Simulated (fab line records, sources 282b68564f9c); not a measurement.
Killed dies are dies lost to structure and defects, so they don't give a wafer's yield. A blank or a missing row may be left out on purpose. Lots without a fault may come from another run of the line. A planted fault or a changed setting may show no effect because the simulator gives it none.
A struck lot beside a sound one | flow rit_cmos | 17 steps out of a route of 202
Sound: wafers L101.2, L101.3, L101.4. Struck: wafers L119.2, L119.3, L119.6. The cause comes at the end.
At each step with rows: each side's tool, then ch and its chambers, then its first start. Under that, the readings that differ: sound wafers | struck wafers | difference of the means | sigmas: that difference in standard deviations of wafers without a fault.
alike: readings whose means differ by less than 2 such deviations, and words and numbers that are the same on both sides. not compared: withheld readings, readings that some wafer has no value for, bounds like >300 that may hide the same value, and numbers for which the record gives no deviation and whose values overlap.
The two part at a step that has a row with sigmas, a row that says differs or no value, or rows on one side only. Numbers that don't overlap but have no deviation are shown without sigmas and don't part them. A reading that every wafer of one side lacks parts them only if that side has two wafers or more.

first, 1 step without rows for these wafers: RIT_PRETRO_DEVELOP_05 (develop time 68 s).
RIT_PRETRO_OVL_MEAS_06:
  sound on overlay-02, day 3 00:34; struck on overlay-02, day 6 20:57
  alike: PRETRO_OVL
then, 2 steps without rows for these wafers: RIT_PRETRO_HARDBAKE_07 (time 120 s); RIT_PRETRO_IMPLANT_08.
RIT_PRETRO_STRIP_09: strips in O2, time 180 s.
  sound on plasma_asher-02 ch 0,1, day 3 00:59; struck on plasma_asher-02 ch 0, day 6 21:23
  alike: drypump_motor_current_A
  not compared: rf_hours_counter_h
RIT_PRETRO_TW_MEAS_10:
  sound on film_metro-01, day 3 01:10; struck on film_metro-03, day 6 21:34
  alike: PRETRO_TW
then, 5 steps without rows for these wafers: RIT_GATE_WET_ETCH_00 (etches SiO2 in BOE, target depth 56 nm, time 60 s); RIT_GATE_CLEAN_01 (cleans in SC1, time 600 s); RIT_GATE_CLEAN_02 (cleans in dHF, time 30 s); RIT_GATE_CLEAN_03 (cleans in SC2, time 600 s); RIT_GATE_CLEAN_04 (cleans in dHF, time 60 s).
RIT_FOX2_THK_MEAS_91:
  sound on film_metro-01, day 3 01:41; struck on film_metro-01, day 6 22:04
  alike: FIELD_OXIDE_LEFT_2_THK
RIT_GATE_OXIDATION_05: target thk 3 nm, ox time 270 s.
  sound on furnace-01 ch 0, day 3 02:11; struck on furnace-03 ch 0, day 7 00:07
  reading                   | sound    | struck   | difference | sigmas
  zone_power_centre_pct (%) | 37 37 36 | 49 49 48 | +12        | +2
then, 1 step without rows for these wafers: RIT_GATE_ANNEAL_06 (time 600 s).
RIT_GATE_THK_MEAS_07:
  sound on film_metro-01, day 3 05:28; struck on film_metro-02, day 7 01:37
  reading             | sound          | struck         | difference | sigmas
  GATE_OXIDE_THK (nm) | 2.92 2.95 2.95 | 5.11 5.07 5.12 | +2.16      | +37
then, 1 step without rows for these wafers: RIT_GATE_CVD_08 (deposits poly-Si from SiH4, target thk 250 nm, time 2220 s).
RIT_M1_PROBE_99:
  sound on prober-02, day 4 05:31; struck on prober-01, day 8 05:20
  alike: killed_at_front_end, killed_dies, killed_open, killed_short

WHERE THEY PART
First at RIT_GATE_OXIDATION_05; last, within this record, at RIT_GATE_THK_MEAS_07. Later steps at which nothing parts them and some readings are alike: RIT_M1_PROBE_99.

WHY: what the simulator had put in
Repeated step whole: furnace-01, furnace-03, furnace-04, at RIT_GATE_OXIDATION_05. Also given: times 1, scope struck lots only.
